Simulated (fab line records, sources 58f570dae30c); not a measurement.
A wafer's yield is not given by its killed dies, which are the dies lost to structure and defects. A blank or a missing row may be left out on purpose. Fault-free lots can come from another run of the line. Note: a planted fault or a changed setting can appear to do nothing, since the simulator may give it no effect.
The same fault as seen by 2 desks	flow berkeley cmos170	every desk sees just its own numbers, and what lay behind them comes last

== FROM THE METROLOGY DESK ==
Means of the sampled wafers that have a number, per lot and without regard to the tool the lot ran on: this is what the gauges read. If a lot's mean is further than 4 standard deviations from the usual mean, the lot is out of limits and carries the mark OUT (the distance appears in the brackets).
Columns: A = V1_BOW at UCB170_V1_BOW_MEAS_03, usual 18 um; B = V1_POLISHED_THK at UCB170_V1_THK_MEAS_04, usual 1000.1 nm; C = cd nm at UCB170_V1_CD_MEAS_12, usual 700.2 nm; D = V1_OVL at UCB170_V1_OVL_MEAS_13, usual -2 nm
lot	first seen here	A	B	C	D
L207	day 8 06:55	25	1000.1	698.1	-1
L213	day 9 09:55	11	1000.4	698.6	0
L216	day 9 22:56	14	998.5	701.3	-3
L214	day 10 00:17	23	999.2	699.6	-1
L224	day 11 12:43	17	1000.7	701.1	8
L227	day 12 10:04	27	1000.9	699.7	-3
This desk found nothing out of limits on any of the 6 lots.

== AT THE TOOL OWNER'S DESK: rie diel-01 ==
The tool's own readings at UCB170_V1_ETCH_14 (etches SiO2 in CHF3/CF4/Ar, stops on Al, target depth 1250 nm, time 291 s): means of the sampled wafers that have a number, for each lot that ran on this tool. If a lot's mean is further than 4 standard deviations from the usual mean, the lot is out of limits and carries the mark OUT (the distance appears in the brackets).
Columns: A = drypump motor current A at UCB170_V1_ETCH_14, usual 5.7 A; B = mfc ar sccm at UCB170_V1_ETCH_14, usual 149.9 sccm; C = oes product au at UCB170_V1_ETCH_14, usual 0.877 a.u.; D = run length s at UCB170_V1_ETCH_14, usual 319.3 s; E = throttle valve pct at UCB170_V1_ETCH_14, usual 6.96 %
lot	first seen here	A	B	C	D	E
L213	day 9 11:22	6.0	149.9	0.874	318.9	6.99
L216	day 10 03:23	5.8	150.2	0.860	322.7 (+9.3) OUT	7.01
L214	day 10 04:08	5.7	150.2	0.860	326.5 (+19) OUT	7.05
This desk finds L214, L216 out of limits, L216 being first, at day 10 03:23 (run length s at UCB170_V1_ETCH_14). L213: within limits.

== TAKEN TOGETHER ==
On L214, L216, at day 10 03:23, an alarm was possible from the tool owner's desk.
At the metrology desk, nothing out of limits was observed.
The metrology desk holds a record of L214, L216, inside its limits.
UCB170_V1_ETCH_14 was run on rie diel-01 by each of the lots named.

== WHAT THE SIMULATOR PUT IN ==
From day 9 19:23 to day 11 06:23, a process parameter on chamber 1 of rie diel-01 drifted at UCB170_V1_ETCH_14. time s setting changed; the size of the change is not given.
Struck lots among those shown: L214, L216.
Hours from the fault's start to each desk's first reading out of limits: the tool owner's desk, 8.
